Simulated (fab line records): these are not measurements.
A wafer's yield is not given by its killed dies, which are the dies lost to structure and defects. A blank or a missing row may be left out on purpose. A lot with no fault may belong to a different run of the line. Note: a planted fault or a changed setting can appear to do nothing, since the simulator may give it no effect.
A single fault, viewed from 2 desks -- flow berkeleyCmos170 -- only its own numbers are on each desk; what lay behind them is given at the end

TOOL OWNER'S DESK, plasmaAsher-01
The tool's own readings at UCB170_PVT_STRIP_08 (strips in O2): means of the sampled wafers that have a number, for each lot that ran on this tool. Marked OUT: a lot whose mean sits more than 4 standard deviations from the usual mean, which makes it out of limits; the brackets give that distance.
Columns: A = drypumpMotorCurrentA at UCB170_PVT_STRIP_08, usual 5.7 A; B = oesProductAu at UCB170_PVT_STRIP_08, usual 0.734 a.u.; C = stripTimeToEndpointS at UCB170_PVT_STRIP_08, usual 21.61 s
lot,first seen here,A,B,C
L306,day 6 09:16,5.5,0.734,21.54
L307,day 6 09:47,5.5,0.734,21.56
L314,day 7 12:36,5.5,0.731,21.60
L316,day 8 07:34,5.5,0.736,21.59
Finding of this desk: none of the 4 lots has anything out of limits.

AT THE METROLOGY DESK
What the gauges read for every lot (on any tool): the sampled wafers with a number, averaged. Marked OUT: a lot whose mean sits more than 4 standard deviations from the usual mean, which makes it out of limits; the brackets give that distance.
Columns: A = M2_AL_THK at UCB170_M2_THK_MEAS_03, usual 894 nm; B = cdNm at UCB170_M3_CD_MEAS_90, usual 700.2 nm; C = M3_BOW at UCB170_M3_BOW_MEAS_20, usual 36 um
lot,first seen here,A,B,C
L303,day 7 06:25,895,698.9,30
L304,day 7 13:53,875,700.9,36
L306,day 8 05:42,893,702.3,35
L307,day 8 05:48,889,701.5,39
L305,day 8 06:00,895,698.8,40
L308,day 8 06:15,897,701.6,26
L313,day 9 07:26,892,702.7,32
L311,day 9 09:53,883,699.4,41
L314,day 9 10:07,877,701.0,35
L316,day 10 02:37,898,700.0,37
L318,day 10 07:01,903,700.7,30
L321,day 10 19:26,892,700.6,34
L324,day 11 14:53,914,701.0,41
L325,day 12 04:07,909,701.2,39
Finding of this desk: none of the 14 lots has anything out of limits.

ALL TOGETHER
The tool owner's desk saw nothing out of limits.
Metrology desk: nothing out of limits seen.

WHAT HAD BEEN PUT IN BY THE SIMULATOR
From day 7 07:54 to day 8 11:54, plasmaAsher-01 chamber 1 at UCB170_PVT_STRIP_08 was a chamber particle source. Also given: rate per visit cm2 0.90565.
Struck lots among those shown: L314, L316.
